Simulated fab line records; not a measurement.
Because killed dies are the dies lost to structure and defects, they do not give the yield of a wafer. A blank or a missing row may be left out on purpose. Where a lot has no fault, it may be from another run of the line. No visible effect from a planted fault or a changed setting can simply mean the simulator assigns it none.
Comparing a struck lot with a sound one | flow rit_cmos | 17 steps out of a route of 202
Sound: wafers L909.2, L909.3, L909.6. Struck: wafers L916.2, L916.4, L916.5. The cause is named last.
For every step that has rows: the tool of each side, followed by ch and its chambers, followed by its first start. Under that, the readings that differ: sound wafers | struck wafers | difference of the means | sigmas: that difference in standard deviations of wafers without a fault.
alike: readings with means less than 2 such deviations apart, plus words and numbers identical on both sides. not compared: withheld readings, readings lacking a value on some wafer, bounds such as >300 that could conceal the same value, and numbers that have no deviation in the record and whose values overlap.
The two part at a step that has a row with sigmas, a row that says differs or no value, or rows on one side only. Numbers that don't overlap but have no deviation are shown without sigmas and don't part them. Lack of a reading on every wafer of one side parts them only where that side has two or more wafers.

first, 1 step without rows for these wafers: RIT_PSD_IMPLANT_08.
RIT_PSD_STRIP_09: strips in O2, time 180 s.
  sound on plasma_asher-04 ch 0, day 5 11:59; struck on plasma_asher-04 ch 1, day 6 23:23
  alike: drypump_motor_current_A
  not compared: rf_hours_counter_h
RIT_PSD_TW_MEAS_10:
  sound: film_metro-02 at day 5 12:10; struck: film_metro-01 at day 6 23:34
  alike: PSD_TW
then, 3 steps without rows for these wafers: RIT_SDANNEAL_CLEAN_00 (cleans in SC1, time 600 s); RIT_SDANNEAL_CLEAN_01 (cleans in dHF, time 30 s); RIT_SDANNEAL_CLEAN_02 (cleans in SC2, time 600 s).
RIT_SDANNEAL_RTA_03: time 5 s.
  sound on rtp_anneal-01 ch 0, day 5 12:37; struck on rtp_anneal-02 ch 0, day 7 00:01
  alike: anneal_temp_c_max, wafer_temp_C_max
RIT_SDANNEAL_RS_MEAS_04: uses a four-point probe to measure.
  sound: film_metro-02 at day 5 12:41; struck: film_metro-03 at day 7 00:05
  alike: PSD_RS
RIT_SDANNEAL_RS_MEAS_05: uses a four-point probe to measure.
  sound: film_metro-02 at day 5 12:49; struck: film_metro-03 at day 7 00:12
  alike: NSD_RS
RIT_SDANNEAL_RS_MEAS_06: uses a four-point probe to measure.
  sound: film_metro-02 at day 5 12:56; struck: film_metro-03 at day 7 00:19
  alike: PLDD_RS
RIT_SDANNEAL_RS_MEAS_07: uses a four-point probe to measure.
  sound: film_metro-02 at day 5 13:03; struck: film_metro-03 at day 7 00:26
  reading          | sound             | struck            | difference | sigmas
  NLDD_RS (ohm/sq) | 150.3 151.1 150.7 | 152.1 152.0 152.0 | +1.3       | +2
then, 1 step without rows for these wafers: RIT_SILICIDE_WET_ETCH_00 (etches SiO2 in BOE, target depth 14 nm, time 15 s).
RIT_SILICIDE_SPUTTER_01: material Ti, target thk 30 nm, time 240 s.
  sound: pvd_sputter-04 at day 5 13:10; struck: pvd_sputter-02 at day 7 00:52
  alike: throttle_valve_pct
RIT_SILICIDE_RS_MEAS_02: uses a four-point probe to measure.
  sound: film_metro-02 at day 5 13:20; struck: film_metro-04 at day 7 01:02
  reading                 | sound          | struck         | difference | sigmas
  SILICIDE_TI_RS (ohm/sq) | 49.8 48.4 48.9 | 20.5 20.5 20.4 | -28.6      | -45
RIT_SILICIDE_THK_MEAS_03: measures by xrf.
  sound: film_metro-02 at day 5 13:27; struck: film_metro-04 at day 7 01:09
  reading              | sound          | struck         | difference | sigmas
  SILICIDE_TI_THK (nm) | 29.1 29.9 29.6 | 59.8 60.1 59.9 | +30.4      | +95
RIT_SILICIDE_RTA_04: time 10 s, ramp up 5 s, ramp down 5 s.
  sound on rtp_anneal-02 ch 0, day 5 13:31; struck on rtp_anneal-01 ch 0, day 7 01:13
  alike: anneal_temp_c_max, wafer_temp_C_max
after that, 1 step had no rows for these wafers: RIT_M1_PROBE_99.

## WHERE THEY PART
Earliest at RIT_SDANNEAL_RS_MEAS_07; latest, in this record, at RIT_SILICIDE_THK_MEAS_03. Later steps at which nothing parts them and some readings are alike: RIT_SILICIDE_RTA_04.

WHY: whatever the simulator had introduced
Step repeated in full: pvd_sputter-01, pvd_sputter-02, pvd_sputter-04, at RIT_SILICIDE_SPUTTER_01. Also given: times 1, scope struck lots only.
